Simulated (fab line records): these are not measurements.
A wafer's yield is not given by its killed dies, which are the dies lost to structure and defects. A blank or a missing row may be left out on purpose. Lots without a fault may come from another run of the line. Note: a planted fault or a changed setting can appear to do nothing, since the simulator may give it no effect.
Which of the tools did it? ; flow berkeley_cmos170 ; 14 lots, 42 wafers sampled, at 5 steps of a route of 331

== WHAT THE GAUGES SHOWED, per wafer ==
UCB170_NWELL_OVL_MEAS_12. Usual: NWELL_OVL gives 2 nm (standard deviation 5.3).
lot;measured;on;NWELL_OVL (nm);flag
L105;day 2 11:15;overlay-02;11 5 5;
L107;day 3 00:05;overlay-02;0 -1 11;
L109;day 3 07:28;overlay-02;-4 -2 -6;
L110;day 3 07:42;overlay-02;5 7 -3;
L111;day 3 07:49;overlay-01;0 6 5;
L112;day 3 17:44;overlay-02;8 11 -1;
L113;day 3 20:45;overlay-01;-2 7 -7;
L114;day 4 04:26;overlay-02;-3 -6 2;
L115;day 4 08:28;overlay-02;-5 -1 -1;
L116;day 4 12:59;overlay-01;-4 -8 -6;
L118;day 4 23:06;overlay-01;5 0 8;
L119;day 5 06:14;overlay-02;8 3 1;
L127;day 6 19:47;overlay-01;-6 3 0;
L128;day 7 02:14;overlay-02;10 7 -6;

UCB170_FIELD_THK_MEAS_91. Usual: FIELD_OXIDE_LEFT_2_THK gives 355 nm (standard deviation 10).
lot;measured;on;FIELD_OXIDE_LEFT_2_THK (nm);flag
L105;day 5 14:09;film_metro-02;342 354 338;
L107;day 5 21:58;film_metro-02;334 329 332;
L109;day 6 05:02;film_metro-03;345 348 343;
L110;day 6 05:41;film_metro-03;344 345 353;
L111;day 6 05:41;film_metro-01;354 357 345;
L112;day 6 17:50;film_metro-03;350 360 341;
L113;day 6 17:34;film_metro-02;360 361 356;
L114;day 6 22:14;film_metro-01;364 369 356;
L115;day 7 13:25;film_metro-02;354 352 350;
L116;day 7 13:20;film_metro-01;367 362 354;
L118;day 8 00:41;film_metro-02;359 367 353;
L119;day 8 16:08;film_metro-02;362 362 377;
L127;day 9 23:44;film_metro-03;353 359 355;
L128;day 10 12:39;film_metro-01;346 347 345;

UCB170_GATE_THK_MEAS_02. Usual: GATE_OXIDE_THK gives 6.68 nm (standard deviation 0.13).
lot;measured;on;GATE_OXIDE_THK (nm);flag
L105;day 5 16:30;film_metro-04;6.93 6.94 6.89;
L107;day 6 01:53;film_metro-04;6.88 6.80 6.80;
L109;day 6 06:45;film_metro-04;6.64 6.57 6.64;
L110;day 6 09:12;film_metro-02;6.66 6.71 6.74;
L111;day 6 09:12;film_metro-04;6.93 6.91 6.98;
L112;day 6 22:33;film_metro-02;6.55 6.77 6.61;
L113;day 6 22:31;film_metro-01;6.78 6.65 6.68;
L114;day 7 11:32;film_metro-04;10.76 10.80 10.51;OFF
L115;day 7 18:18;film_metro-01;6.48 6.47 6.47;
L116;day 7 20:25;film_metro-02;11.24 11.40 11.30;OFF
L118;day 8 04:19;film_metro-04;6.72 6.60 6.67;
L119;day 8 20:56;film_metro-02;6.93 6.79 6.73;
L127;day 10 03:55;film_metro-04;6.48 6.59 6.67;
L128;day 10 16:18;film_metro-01;6.58 6.63 6.80;

== EACH LOT AND THE TOOL THAT RAN IT (in order: tool; ch and the chambers of the sampled wafers; start) ==
lot;UCB170_NVT_STRIP_08;UCB170_GATE_OXIDATION_01
L105;plasma_asher-02 ch 0,1, day 5 11:49;furnace-04 ch 0, day 5 15:00
L107;plasma_asher-02 ch 0,1, day 5 18:40;furnace-04 ch 0, day 6 00:23
L109;plasma_asher-01 ch 0,1, day 6 02:02;furnace-02 ch 0, day 6 05:14
L110;plasma_asher-04 ch 0, day 6 02:22;furnace-04 ch 0, day 6 07:42
L111;plasma_asher-02 ch 0,1, day 6 02:08;furnace-04 ch 0, day 6 07:42
L112;plasma_asher-02 ch 0,1, day 6 15:20;furnace-02 ch 0, day 6 21:01
L113;plasma_asher-01 ch 0,1, day 6 15:05;furnace-02 ch 0, day 6 21:01
L114;plasma_asher-01 ch 0,1, day 6 20:17;furnace-03 ch 0, day 7 03:46
L115;plasma_asher-02 ch 0,1, day 7 11:25;furnace-03 ch 0, day 7 16:48
L116;plasma_asher-01 ch 1, day 7 11:13;furnace-03 ch 0, day 7 16:48 and furnace-02 ch 0, day 7 18:55
L118;plasma_asher-01 ch 0,1, day 7 22:55;furnace-03 ch 0, day 8 02:49
L119;plasma_asher-01 ch 0,1, day 8 13:50;furnace-02 ch 0, day 8 19:25
L127;plasma_asher-02 ch 0,1, day 9 22:01;furnace-02 ch 0, day 10 02:25
L128;plasma_asher-01 ch 0,1, day 10 10:04;furnace-02 ch 0, day 10 14:47
- UCB170_NVT_STRIP_08: strips in O2.
- UCB170_GATE_OXIDATION_01: target thk 6.6 nm, ox time 1800 s.

== AS READ BY THE TOOLS THEMSELVES (means over the sampled wafers that have a number; for cases with no such wafer, the mark the record gives instead) ==
UCB170_NVT_STRIP_08. Usual: drypump_motor_current_A 5.6 A, standard deviation 0.31; oes_product_au 0.734 a.u., standard deviation 0.0049; strip_time_to_endpoint_s 21.67 s, standard deviation 0.062.
lot;tool;drypump_motor_current_A (A);oes_product_au (a.u.);strip_time_to_endpoint_s (s);flag
L105;plasma_asher-02;5.5;0.736;21.61;
L107;plasma_asher-02;5.5;0.729;21.68;
L109;plasma_asher-01;5.6;0.735;21.72;
L110;plasma_asher-04;5.3;0.735;21.63;
L111;plasma_asher-02;5.5;0.735;21.73;
L112;plasma_asher-02;5.5;0.738;21.65;
L113;plasma_asher-01;5.7;0.734;21.72;
L114;plasma_asher-01;5.6;0.733;21.70;
L115;plasma_asher-02;5.5;0.729;21.71;
L116;plasma_asher-01;5.6;0.734;21.63;
L118;plasma_asher-01;5.7;0.735;21.66;
L119;plasma_asher-01;5.6;0.732;21.66;
L127;plasma_asher-02;5.4;0.731;21.61;
L128;plasma_asher-01;5.7;0.734;21.69;

UCB170_GATE_OXIDATION_01. Usual: tube_center_temp_C 849.99 C, standard deviation 0.073.
lot;tool;tube_center_temp_C (C);flag
L105;furnace-04;850.06;
L107;furnace-04;849.96;
L109;furnace-02;849.99;
L110;furnace-04;849.94;
L111;furnace-04;849.94;
L112;furnace-02;849.98;
L113;furnace-02;849.91;
L114;furnace-03;849.96;
L115;furnace-03;850.05;
L116;furnace-03/furnace-02;849.99;
L118;furnace-03;850.01;
L119;furnace-02;849.96;
L127;furnace-02;849.96;
L128;furnace-02;849.97;

== THE ANSWER, worked out from the rows above alone ==
Rule: a lot counts as off when the mean over its wafers that have a number is more than 3 standard deviations away from the usual mean. Also off: a lot with no number at a reading for which 4 or more lots have one. The other lots that the step has rows for count as sound. After the gauges, taken in route order, come the tools' own readings; for these a lot's mean is taken, as printed above. At the first step where some lot is off, the reading lying furthest off is the one used; lots without a number count as furthest.
Off: at UCB170_GATE_THK_MEAS_02 (GATE_OXIDE_THK), L114, L116.
If a tool, at a process step before that reading, ran all the lots that are off and no sound lot after the first of them, it fits. Those tools and the gauges at UCB170_GATE_THK_MEAS_02 are tried in the same way. Not one of the candidates tried fits.

== WHAT THE SIMULATOR HAD INSERTED ==
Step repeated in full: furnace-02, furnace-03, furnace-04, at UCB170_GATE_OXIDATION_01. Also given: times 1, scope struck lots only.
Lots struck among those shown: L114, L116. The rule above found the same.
